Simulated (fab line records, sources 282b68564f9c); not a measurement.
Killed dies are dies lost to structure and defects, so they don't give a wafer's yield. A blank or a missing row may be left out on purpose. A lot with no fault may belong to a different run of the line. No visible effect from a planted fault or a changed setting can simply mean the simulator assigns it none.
The same fault as seen by 2 desks | flow rit_cmos | only its own numbers are on each desk; what lay behind them is given at the end

== FOR THE TOOL OWNER'S DESK: rtp_anneal-02 ==
At RIT_SDANNEAL_RTA_03 (time 5 s), the tool's own readings, given per lot that ran on this tool as the mean of the sampled wafers with a number. Any lot whose mean is over 4 standard deviations away from the usual mean is out of limits and marked OUT; that distance is given in the brackets.
Columns: A = chamber_o2_ppm at RIT_SDANNEAL_RTA_03, usual 1.995; B = wafer_temp_C_max at RIT_SDANNEAL_RTA_03, usual 1053.5
lot  | first seen here | A     | B
L906 | day 3 12:36     | 2.033 | 1053.8
L910 | day 4 07:21     | 1.960 | 1052.8
L912 | day 5 02:05     | 1.988 | 1053.7
L914 | day 5 06:57     | 1.984 | 1052.9
L916 | day 6 01:40     | 2.007 | 1052.9
L918 | day 6 14:09     | 2.012 | 1013.4 (-36) OUT
L920 | day 7 01:02     | 1.965 | 1014.2 (-36) OUT
Finding of this desk: L918, L920 out of limits; the first was L918 at day 6 14:09, on wafer_temp_C_max at RIT_SDANNEAL_RTA_03. In limits: L906, L910, L912, L914, L916.

== FROM THE METROLOGY DESK ==
Lot by lot, what the gauges showed, no matter which tool ran the lot: averages of those sampled wafers that carry a number. Any lot whose mean is over 4 standard deviations away from the usual mean is out of limits and marked OUT; that distance is given in the brackets.
Columns: A = PSD_RS at RIT_SDANNEAL_RS_MEAS_04, usual 115.44 ohm/sq; B = NSD_RS at RIT_SDANNEAL_RS_MEAS_05, usual 84.5 ohm/sq; C = PLDD_RS at RIT_SDANNEAL_RS_MEAS_06, usual 179.6 ohm/sq
lot  | first seen here | A                | B               | C
L906 | day 3 12:43     | 115.81           | 84.5            | 179.4
L907 | day 3 18:17     | 115.39           | 84.8            | 179.6
L909 | day 4 00:53     | 115.36           | 84.8            | 179.2
L910 | day 4 07:25     | 115.63           | 84.8            | 180.2
L912 | day 5 02:09     | 115.56           | 84.5            | 179.7
L913 | day 5 02:23     | 115.61           | 84.7            | 180.1
L914 | day 5 07:01     | 115.22           | 84.4            | 179.2
L915 | day 5 14:20     | 115.25           | 84.8            | 179.7
L916 | day 6 01:44     | 115.46           | 84.1            | 179.8
L918 | day 6 14:13     | 143.76 (+98) OUT | 85.7            | 216.3 (+76) OUT
L920 | day 7 01:07     | 143.88 (+98) OUT | 86.0 (+4.9) OUT | 216.7 (+77) OUT
L926 | day 7 23:17     | 115.68           | 84.7            | 179.3
L927 | day 8 02:13     | 115.32           | 84.8            | 179.1
L929 | day 8 06:34     | 115.76           | 84.5            | 179.3
This desk reports L918, L920 out of limits; the earliest was L918 at day 6 14:13 (PSD_RS at RIT_SDANNEAL_RS_MEAS_04). In limits: L906, L907, L909, L910, L912, L913, L914, L915, L916, L926, L927, L929.

== TAKEN TOGETHER ==
An alarm could have come from the tool owner's desk at day 6 14:09, on L918, L920.
An alarm was possible from the metrology desk at day 6 14:13, on L918, L920.
All the named lots went through RIT_SDANNEAL_RTA_03 on rtp_anneal-02.

== WHAT HAD BEEN PUT IN BY THE SIMULATOR ==
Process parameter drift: rtp_anneal-02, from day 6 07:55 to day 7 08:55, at RIT_SDANNEAL_RTA_03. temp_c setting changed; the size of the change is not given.
Shown lots that were struck: L918, L920.
Hours from the fault's start to each desk's first reading out of limits: the tool owner's desk, 6; the metrology desk, 6.
